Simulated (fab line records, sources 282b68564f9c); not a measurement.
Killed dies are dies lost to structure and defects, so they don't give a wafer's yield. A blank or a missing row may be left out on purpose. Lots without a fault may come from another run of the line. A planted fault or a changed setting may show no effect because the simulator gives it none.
Problem report in the 8D (eight disciplines) form, filled by code | flow rit_cmos | the parts of the form that need people (team, actions taken, sign-off) are left out

1. THE PROBLEM
killed_at_front_end at RIT_M1_PROBE_99 reads a mean of 29 on 9 wafers of 3 lots; wafers without a fault read 7 with a standard deviation of 3. That is +7.3 standard deviations from the usual mean.
First seen on wafer L208.2, day 5 16:19, on prober-01. The record holds 12 wafers of 4 lots with a number at this step. Rule for "out", or "out of limits": more than 4 standard deviations from the usual mean. The other wafers with a number count as sound.

2. WHAT IT IS AND WHAT IT IS NOT
question                    | is                               | is not
which readings at this step | killed_at_front_end, killed_dies | killed_short
which lots                  | L208, L209, L210                 | L216
which wafers of those lots  | all that have a number           | -
read on which tools         | prober-01, prober-02             | -
when                        | from day 5 16:19                 | up to then (0 sound wafers); but 3 sound wafers of L216 came after

3. SUSPECTS, AND WHAT RULES EACH OUT
Counting: a tool at a process step up to the reading stays a suspect if it ran every lot that is out and no sound lot after the first of them.
- lpcvd-02 at RIT_SPACER_CVD_03 (deposits Si3N4 from SiH2Cl2/NH3, target thk 250 nm, time 3300 s): kept. It ran every lot that is out, first L208 (day 5 03:07), and no sound lot after that.
Left after counting: lpcvd-02 at RIT_SPACER_CVD_03.

4. THE CAUSE (what the simulator had put in)
Chamber particle source: lpcvd-02, from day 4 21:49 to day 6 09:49, at RIT_SPACER_CVD_03. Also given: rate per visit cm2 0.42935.
Counting left only this tool.

5. THE CHAIN OF EFFECTS, in route order
Each row: a reading whose mean over the struck wafers that have a number lies more than 3 standard deviations from the usual. Only readings for which the record gives a usual standard deviation are gone through. hours: the time from each lot's start at the first step in this table that gives one to its start at this step, as a median over the lots. sigmas: the change in usual standard deviations.
hours | step            | reading             | usual | on struck wafers | change | sigmas
0     | RIT_M1_PROBE_99 | killed_at_front_end | 7     | 29               | +22    | +7.3
0     | RIT_M1_PROBE_99 | killed_dies         | 7     | 29               | +22    | +7.1
The process steps in it:
- RIT_M1_PROBE_99

6. WHAT WOULD HAVE CAUGHT IT SOONER
In this record the first reading out of limits was taken at day 5 16:19, 18 hours after the fault began at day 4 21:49.
Of the tool readings at RIT_SPACER_CVD_03 for which the record gives a usual standard deviation, none was out on any struck wafer, so an alarm limit of 4 standard deviations on them would not have fired.
All the lots that are out (3) had begun RIT_SPACER_CVD_03 on lpcvd-02 by day 5 16:19. A hold on the tool at that time would have spared none of them.
